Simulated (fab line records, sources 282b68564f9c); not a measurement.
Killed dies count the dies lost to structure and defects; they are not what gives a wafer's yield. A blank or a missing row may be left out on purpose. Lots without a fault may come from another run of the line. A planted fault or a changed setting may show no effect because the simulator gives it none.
A struck lot beside a sound one	flow rit-cmos	15 steps out of a route of 202
Sound: wafers L557.1, L557.2, L557.4. The struck wafers were L553.1, L553.3, L553.5. The cause is named last.
Order at every step that has rows: each side's tool, ch and its chambers, its first start. Under that, the readings that differ: sound wafers	struck wafers	difference of the means	sigmas: that difference in standard deviations of wafers without a fault.
alike: words and numbers the same on both sides, and readings whose means are apart by under 2 such deviations; not compared: readings that were withheld, readings missing a value for some wafer, numbers with overlapping values and no deviation given by the record, and bounds like >300 which may hide the same value.
The two part at a step that has a row with sigmas, a row that says differs or no value, or rows on one side only. Numbers that have no deviation but don't overlap get no sigmas and don't part them. A reading missing from all wafers of one side parts the sides only when that side holds two or more wafers.

first, 2 steps without rows for these wafers: RIT_PSD_HARDBAKE_07 (time 60 s); RIT_PSD_IMPLANT_08.
RIT_PSD_STRIP_09: strips in O2, time 180 s.
  sound on plasma-asher-04 ch 0,1, day 7 07:17; struck on plasma-asher-01 ch 0, day 6 11:45
reading	sound	struck	difference	sigmas
drypump-motor-current-A (A)	5.57 5.43 5.41	6.25 6.21 6.24	+0.76	+3
  alike: o2-flow-sccm
  not compared: rf-hours-counter-h
RIT_PSD_TW_MEAS_10:
  sound on film-metro-02 at day 7 07:28; struck on film-metro-01 at day 6 11:56
reading	sound	struck	difference	sigmas
PSD_TW	3443 3438 3442	3364 3335 3353	-90	-3
then, 3 steps without rows for these wafers: RIT_SDANNEAL_CLEAN_00 (cleans in SC1, time 600 s); RIT_SDANNEAL_CLEAN_01 (cleans in dHF, time 30 s); RIT_SDANNEAL_CLEAN_02 (cleans in SC2, time 590 s).
RIT_SDANNEAL_RTA_03: time 5 s.
  sound on rtp-anneal-01 ch 0, day 7 08:04; struck on rtp-anneal-01 ch 0, day 6 12:32
  alike: wafer_temp_C_max
RIT_SDANNEAL_RS_MEAS_04: the measuring method here is four-point-probe.
  sound on film-metro-02 at day 7 08:08; struck on film-metro-01 at day 6 12:35
  alike: PSD_RS
RIT_SDANNEAL_RS_MEAS_05: the measuring method here is four-point-probe.
  sound on film-metro-02 at day 7 08:15; struck on film-metro-01 at day 6 12:43
  alike: NSD_RS
RIT_SDANNEAL_RS_MEAS_06: the measuring method here is four-point-probe.
  sound on film-metro-02 at day 7 08:22; struck on film-metro-01 at day 6 12:50
  alike: PLDD_RS
RIT_SDANNEAL_RS_MEAS_07: the measuring method here is four-point-probe.
  sound on film-metro-02 at day 7 08:29; struck on film-metro-01 at day 6 12:57
  alike: NLDD_RS
RIT_SILICIDE_WET_ETCH_00: etches SiO2 in BOE, target depth 14 nm, time 15 s.
  sound on wet-bench-03 ch 2, day 7 08:37; struck on wet-bench-01 ch 0, day 6 13:04
  no value came back on the struck wafers for bath-heat-duty-pct (%), temp-c (C); on the sound wafers bath-heat-duty-pct (%) reads 1.7 0.8 1.1
reading	sound	struck	difference	sigmas
model.SiO2_of_FOX2_OXIDATION_00.thk-nm (nm)	146.9 154.2 153.3	170.7 176.6 166.4	+19.8	
RIT_SILICIDE_SPUTTER_01: material Ti, target thk 30 nm, time 240 s.
  sound on pvd-sputter-01 at day 7 08:37; struck on pvd-sputter-01 at day 6 13:05
  alike: throttle-valve-pct
RIT_M1_PROBE_99:
  only the struck wafers here have rows in the record (prober-02, day 6 20:02); the sound ones have none

## WHERE THEY PART
At RIT_PSD_STRIP_09 first; at RIT_M1_PROBE_99 last (within this record only).

WHY: whatever the simulator had introduced
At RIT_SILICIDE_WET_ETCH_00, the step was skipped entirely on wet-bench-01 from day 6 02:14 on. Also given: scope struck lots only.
